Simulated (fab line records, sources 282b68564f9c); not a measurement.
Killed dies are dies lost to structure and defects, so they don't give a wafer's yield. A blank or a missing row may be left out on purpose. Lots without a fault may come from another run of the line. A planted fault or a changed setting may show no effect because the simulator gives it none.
fab line records | flow rit_cmos
record lots=13 wafers=39 last_day=7
route steps=202 shown GATE@89 M1@202
lots that met no fault: from a run of the same line without faults
start_h: hours from the record's first day to the start of the lot's first wafer shown | wait_h: hours since the lot's step before | " the same as in the row above | L1.1+2: a row that stands for several wafers | - no value, or no start given | * or withheld: withheld | < > ~ a bound
route shown NAME@n: a module of which the file shows steps, and the number in the route of the first | usual: mean/standard deviation of fault-free wafers | same: alike in all rows | chamber/n: place in a boat | sites: the reading at each site | _std_site: their standard deviation | _edge_site: outer sites' mean less inner sites' | radius_mm: how far each site lies from the wafer's centre | mask NAME#n: copy n | behind: the tool/chamber that last shaped the wafer | hold: why the lot was held/for how many hours/how that ended | device: the transistor (n, p or np) that didn't switch | end of line: the same wafers' tests at the end of the route | a step without rows: its recipe alone | killed: dies lost to structure and defects at the first sort, not the wafer's yield | map: a wafer's dies, x killed, . not, _ none there
set.NAME: the setting as run; set.NAME@STEP: as run at that earlier step | model.NAME: the simulator's own value behind a step, which no gauge read
steps of the route over a sample of lots; a table a step, a row a wafer
services: from which hour (start_h, from the record's first day; less than 0 if before it) a tool's chamber was out of use, for how many hours, and why
## steps
# step RIT_GATE_EXPOSE_13
# recipe mask_id=M6 na=0.6 source_shape=conventional sigma_outer=0.6 target_cd_nm=150 dose_mj=380
# columns lot.wafer tool chamber start_h wait_h mask
L568.4+5+6 iline_stepper-01 0 37.17 0.2 M6#0
L570.2+4+5 iline_stepper-02 0 46.96 0.1 M6#0
L573.3+4+5 iline_stepper-01 0 61.65 0.1 M6_R1#0
L576.1+2+4 iline_stepper-02 0 77.81 0.1 M6#0
L577.2+3+5 iline_stepper-02 0 81.99 0.1 M6#0
L582.3+5+6 iline_stepper-01 0 105.83 0.2 M6#0
L583.1+3+4 iline_stepper-02 0 115.09 0.2 M6#0
L585.1+3+4 iline_stepper-01 0 121.10 0.2 M6#0
L587.3+5+6 iline_stepper-01 0 134.08 0.2 M6#0
L588.2+4+5 iline_stepper-02 0 140.69 0.2 M6#0
L589.1+4+6 iline_stepper-01 0 144.40 0.3 M6#0
L590.1+2+4 iline_stepper-01 0 145.81 0.1 M6#0
L591.4+5+6 iline_stepper-01 0 152.03 0.1 M6#0
# step RIT_GATE_CD_MEAS_16
# recipe target_cd_nm=150
# usual cd_nm=149.6/1.8
# columns lot.wafer tool chamber start_h wait_h cd_nm
L568.4 cd_sem-02 - 37.60 - 148.9
L568.5 " - " " 146.9
L568.6 " - " " 148.4
L570.2 cd_sem-02 - 47.42 - 147.7
L570.4 " - " " 149.2
L570.5 " - " " 148.9
L573.3 cd_sem-01 - 62.05 - 164.4
L573.4 " - " " 163.5
L573.5 " - " " 159.3
L576.1 cd_sem-01 - 78.21 - 150.3
L576.2 " - " " 149.1
L576.4 " - " " 152.4
L577.2 cd_sem-02 - 82.39 - 150.6
L577.3 " - " " 152.0
L577.5 " - " " 150.8
L582.3 cd_sem-02 - 106.23 - 148.1
L582.5 " - " " 148.4
L582.6 " - " " 148.6
L583.1 cd_sem-02 - 115.59 - 151.0
L583.3 " - " " 149.6
L583.4 " - " " 148.7
L585.1 cd_sem-02 - 121.50 - 147.1
L585.3 " - " " 150.8
L585.4 " - " " 147.9
L587.3 cd_sem-02 - 134.52 - 154.5
L587.5 " - " " 152.5
L587.6 " - " " 154.2
L588.2 cd_sem-01 - 141.09 - 148.0
L588.4 " - " " 147.2
L588.5 " - " " 147.2
L589.1 cd_sem-01 - 144.85 - 148.4
L589.4 " - " " 148.4
L589.6 " - " " 147.1
L590.1 cd_sem-02 - 146.21 - 151.0
L590.2 " - " " 149.8
L590.4 " - " " 152.0
L591.4 cd_sem-02 - 152.69 - 147.9
L591.5 " - " " 146.4
L591.6 " - " " 148.1
# step RIT_M1_PROBE_99
# usual killed_at_M0_to_M3=0.0/0.083 killed_at_contacts=0.1/0.25 killed_at_front_end=7.1/2.9 killed_dies=7.2/2.9 killed_open=3.6/1.9 killed_short=3.5/1.9
# same gross_dies=264 killed_at_M4_up=0 killed_at_back_side=0 killed_at_other=0
# columns lot.wafer tool chamber start_h wait_h killed_at_M0_to_M3 killed_at_contacts killed_at_front_end killed_dies killed_open killed_short
L573.3 prober-01 - 83.77 0.2 0 0 5 5 3 0
L573.4 prober-01 - 83.82 0.2 0 0 10 10 4 3
# killed by level:class
L573.3 FOX2:geometric_particle:open=2 GATE:area_expose=2 REOX:geometric_particle:open=1
L573.4 GATE:area_expose=3 GATE:geometric_particle:open=2 GATE:geometric_particle:short=2 REOX:geometric_particle:open=1 SILICIDE:geometric_particle:short=1 SILICIDE:geometric_particle:open=1
## services
# columns tool chamber start_h hours kind
iline_stepper-01 - 18.87 1.3 repair
iline_stepper-02 - 63.14 1.7 pm
iline_stepper-01 - 72.65 4.4 pm
iline_stepper-02 - 123.64 2.7 repair
iline_stepper-02 - 145.81 4.9 repair
## key
first_sign step=RIT_GATE_EXPOSE_13 reading=mask direction=changed
effect step=RIT_GATE_CD_MEAS_16 reading=cd_nm direction=up sigmas=7.1 usual=149.6 struck=162.4
met_at RIT_GATE_EXPOSE_13
struck_lots L573
tester_left_out L573
onset_between 37.17 61.65
fault kind=wrong_mask tool=any chamber=- onset_h=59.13 steps=RIT_GATE_EXPOSE_13 aux_copy=M6_R1#0 cd_offset_nm=15 scope=struck_lots_only
# tester_left_out: of these lots the tester's yield and bins aren't shown, on N5 and GAA mostly nor the transistor test; their killed dies are dies lost to structure and defects alone, not to doping, threshold or leakage, so they don't give the yield
